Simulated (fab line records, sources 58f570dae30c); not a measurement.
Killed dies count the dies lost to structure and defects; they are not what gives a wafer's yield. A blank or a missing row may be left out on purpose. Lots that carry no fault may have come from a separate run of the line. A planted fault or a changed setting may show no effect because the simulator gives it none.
One fault seen from 2 desks + flow berkeley_cmos170 + each desk has only its own numbers; what lay behind them comes last

== METROLOGY DESK ==
Means of the sampled wafers that have a number, per lot and without regard to the tool the lot ran on: this is what the gauges read. If a lot's mean is further than 4 standard deviations from the usual mean, the lot is out of limits and carries the mark OUT (the distance appears in the brackets).
Columns: A = PWELL_NITRIDE_THK at UCB170_PWELL_THK_MEAS_06, usual 219.7 nm
| lot  | first seen here | A               |
|------|-----------------|-----------------|
| L527 | day 3 02:30     | 220.0           |
| L529 | day 3 10:01     | 221.4           |
| L528 | day 3 10:04     | 223.4           |
| L530 | day 3 15:11     | 221.2           |
| L536 | day 4 20:11     | 304.6 (+35) OUT |
| L535 | day 4 20:11     | 306.4 (+36) OUT |
| L537 | day 5 08:16     | 302.7 (+35) OUT |
| L541 | day 6 03:54     | 220.9           |
| L543 | day 6 03:54     | 224.2           |
| L542 | day 6 11:11     | 217.6           |
| L548 | day 7 17:39     | 221.7           |
| L549 | day 7 17:40     | 223.1           |
| L550 | day 7 22:54     | 221.3           |
This desk reports L535, L536, L537 out of limits; the earliest was L536 at day 4 20:11 (PWELL_NITRIDE_THK at UCB170_PWELL_THK_MEAS_06). Within limits: L527, L529, L528, L530, L541, L543, L542, L548, L549, L550.

== DESK OF THE TOOL OWNER: lpcvd-02 ==
The tool's own readings at UCB170_PWELL_CVD_05 (deposits Si3N4 from SiH2Cl2/NH3, target thk 220 nm, time 3300 s): means of the sampled wafers that have a number, for each lot that ran on this tool. If a lot's mean is further than 4 standard deviations from the usual mean, the lot is out of limits and carries the mark OUT (the distance appears in the brackets).
Columns: A = nh3_flow_sccm at UCB170_PWELL_CVD_05, usual 75.02 sccm; B = spike_tc_centre_C at UCB170_PWELL_CVD_05, usual 802.5 C; C = spike_tc_load_C at UCB170_PWELL_CVD_05, usual 824.9 C; D = spike_tc_source_C at UCB170_PWELL_CVD_05, usual 822.6 C; E = susceptor_temp_C at UCB170_PWELL_CVD_05, usual 800.0 C
| lot  | first seen here | A     | B               | C               | D                | E               |
|------|-----------------|-------|-----------------|-----------------|------------------|-----------------|
| L527 | day 3 00:35     | 75.08 | 803.2           | 824.3           | 821.8            | 799.7           |
| L535 | day 4 17:18     | 74.93 | 821.7 (+15) OUT | 845.4 (+13) OUT | 839.8 (+8.2) OUT | 818.3 (+49) OUT |
| L536 | day 4 17:18     | 75.18 | 820.1 (+14) OUT | 841.6 (+10) OUT | 842.2 (+9.3) OUT | 818.3 (+49) OUT |
| L537 | day 5 05:23     | 75.29 | 820.8 (+14) OUT | 841.2 (+10) OUT | 842.3 (+9.4) OUT | 818.3 (+50) OUT |
Finding of this desk: L535, L536, L537 out of limits; the first was L535 at day 4 17:18, on spike_tc_centre_C at UCB170_PWELL_CVD_05. Within limits: L527.

== ALL TOGETHER ==
On L535, L536, L537, at day 4 17:18, an alarm was possible from the tool owner's desk.
At day 4 20:11 the metrology desk could have sounded an alarm, on L535, L536, L537.
Of the lots named, all ran UCB170_PWELL_CVD_05 on lpcvd-02.

== WHAT THE SIMULATOR HAD PUT IN ==
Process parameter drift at UCB170_PWELL_CVD_05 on lpcvd-02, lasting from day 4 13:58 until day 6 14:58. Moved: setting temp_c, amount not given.
Struck lots among those shown: L535, L536, L537.
Counting hours from when the fault started, the first reading out of limits came at 3 for the tool owner's desk and at 6 for the metrology desk.
